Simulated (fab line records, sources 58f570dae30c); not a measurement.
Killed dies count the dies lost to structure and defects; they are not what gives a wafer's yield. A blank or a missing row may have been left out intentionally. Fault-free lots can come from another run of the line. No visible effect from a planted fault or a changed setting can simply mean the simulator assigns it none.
The tool behind it: which one?    flow berkeley_cmos170    14 lots, 42 wafers sampled, at 4 steps of a route of 331

== WHAT EACH GAUGE READ, for each wafer ==
UCB170_START_THK_MEAS_03. Usual: for START_OXIDE_THK the level is 19.8 nm and the standard deviation is 0.52.
lot   measured     on             START_OXIDE_THK (nm)  flag
L409  day 1 16:16  film_metro-02  19.4 19.5 19.7        
L411  day 1 22:07  film_metro-02  19.3 19.1 19.4        
L412  day 2 06:29  film_metro-01  19.8 19.8 19.9        
L413  day 2 11:34  film_metro-04  19.6 19.5 19.5        
L414  day 2 16:53  film_metro-01  19.4 19.4 19.0        
L415  day 2 22:13  film_metro-01  20.8 20.3 20.4        
L416  day 3 03:14  film_metro-01  19.8 20.0 19.9        
L419  day 3 18:49  film_metro-04  20.5 20.7 20.9        
L422  day 4 04:47  film_metro-02  19.8 19.3 19.5        
L425  day 5 02:02  film_metro-04  20.0 20.3 20.0        
L427  day 5 12:07  film_metro-01  19.9 19.8 19.6        
L430  day 5 22:25  film_metro-02  19.4 20.1 19.6        
L429  day 5 22:26  film_metro-01  20.0 19.9 20.0        
L432  day 6 06:43  film_metro-04  20.2 19.9 19.7        

UCB170_ACTIVE_CD_MEAS_90: the cd target is 1200 nm. Usual: 1199.8 nm for cd_nm, sd 1.5.
lot   measured     on         cd_nm (nm)            flag
L409  day 5 01:55  cd_sem-01  1199.5 1199.3 1197.7  
L411  day 5 01:38  cd_sem-01  1201.7 1201.3 1202.5  
L412  day 5 17:44  cd_sem-02  1199.4 1196.6 1196.5  
L413  day 5 18:02  cd_sem-02  1200.4 1200.0 1200.0  
L414  day 6 08:50  cd_sem-02  1196.5 1197.8 1197.4  
L415  day 6 08:34  cd_sem-01  1200.4 1200.0 1201.9  
L416  day 6 09:06  cd_sem-02  1198.8 1200.6 1199.2  
L419  day 7 02:58  cd_sem-01  1200.7 1201.6 1199.0  
L422  day 7 08:11  cd_sem-02  1200.4 1200.5 1200.3  
L425  day 8 05:02  cd_sem-01  1201.2 1201.0 1200.6  
L427  day 8 13:00  cd_sem-02  1199.7 1201.9 1201.5  
L430  day 9 04:28  cd_sem-01  1197.9 1200.0 1200.4  
L429  day 9 04:06  cd_sem-01  1196.9 1197.0 1197.6  
L432  day 9 04:22  cd_sem-01  1197.2 1197.8 1198.0  

UCB170_FIELD_THK_MEAS_02. Usual: for FIELD_OXIDE_THK the level is 557 nm and the standard deviation is 11.
lot   measured     on             FIELD_OXIDE_THK (nm)  flag
L409  day 5 12:47  film_metro-04  537 545 543           
L411  day 5 12:44  film_metro-02  564 572 567           
L412  day 6 02:46  film_metro-02  542 546 538           
L413  day 6 02:47  film_metro-03  558 554 560           
L414  day 6 17:45  film_metro-03  556 569 565           
L415  day 6 17:46  film_metro-02  570 577 562           
L416  day 6 17:49  film_metro-02  574 567 574           
L419  day 7 11:52  film_metro-03  540 545 537           
L422  day 7 17:04  film_metro-03  559 555 554           
L425  day 8 12:27  film_metro-04  563 563 579           
L427  day 9 02:37  film_metro-03  544 541 546           
L430  day 9 14:58  film_metro-02  554 557 555           
L429  day 9 14:56  film_metro-02  565 548 564           
L432  day 9 14:53  film_metro-04  559 566 554           

== EACH LOT AND THE TOOL THAT RAN IT (in order: tool; ch and the chambers of the sampled wafers; start) ==
lot   UCB170_PWELL_PEB_11
L409  litho_track-01 ch 0, day 3 13:22
L411  litho_track-02 ch 0, day 3 13:10
L412  litho_track-01 ch 0, day 3 23:07
L413  litho_track-02 ch 0, day 4 06:02
L414  litho_track-03 ch 0, day 4 12:16
L415  litho_track-01 ch 0, day 4 16:09
L416  litho_track-03 ch 0, day 4 16:25
L419  litho_track-03 ch 0, day 5 17:38
L422  litho_track-03 ch 0, day 6 02:28
L425  litho_track-02 ch 0, day 6 21:04
L427  litho_track-01 ch 0, day 7 05:17
L430  litho_track-02 ch 0, day 7 17:36
L429  litho_track-01 ch 0, day 7 17:20
L432  litho_track-01 ch 0, day 8 00:01
- UCB170_PWELL_PEB_11

== WHAT THE TOOLS THEMSELVES READ (means of the sampled wafers that have a number; where no wafer has one, the mark that the record gives instead) ==
UCB170_PWELL_PEB_11. Usual: 56.80 W for heater_power_total_W, sd 0.041.
lot   tool            heater_power_total_W (W)  flag
L409  litho_track-01  56.78                     
L411  litho_track-02  56.78                     
L412  litho_track-01  56.82                     
L413  litho_track-02  56.79                     
L414  litho_track-03  56.88                     
L415  litho_track-01  56.79                     
L416  litho_track-03  56.81                     
L419  litho_track-03  58.46                     OFF
L422  litho_track-03  58.52                     OFF
L425  litho_track-02  56.77                     
L427  litho_track-01  56.78                     
L430  litho_track-02  56.80                     
L429  litho_track-01  56.81                     
L432  litho_track-01  56.76                     

== THE ANSWER, worked out from the rows above alone ==
Rule: a lot is off if the mean of its wafers that have a number lies more than 3 standard deviations from the usual mean. A lot without any number at a reading at which 4 lots or more have one is off too. All remaining lots with rows at the step are treated as sound. Order of review: gauges by route order, followed by the tools' own readings, for which a lot's mean as printed above is used. The first step at which some lot is off is used, and at that step the reading that is off furthest; a lot without a number counts as furthest.
Off: L419, L422 (UCB170_PWELL_PEB_11, heater_power_total_W).
If a tool, at that step or one of the process steps before it, ran each lot that is off and ran no sound lot following the first of them, it fits. One fits: litho_track-03 at UCB170_PWELL_PEB_11. A fault onset in the window from L416 (day 4 16:25, its last sound lot) to L419 (day 5 17:38, its first lot off) fits.
On the lots that are off, the tool's own readings at UCB170_PWELL_PEB_11 differ by more than 5 times the standard deviation of the sound lots' means, which bears it out; heater_power_total_W reads 58.49 W there versus 56.80 W on the sound lots.

== WHAT HAD BEEN PUT IN BY THE SIMULATOR ==
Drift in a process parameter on litho_track-03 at UCB170_PWELL_PEB_11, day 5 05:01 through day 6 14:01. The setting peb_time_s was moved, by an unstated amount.
Struck lots among those shown: L419, L422. The rule given above showed the same thing.
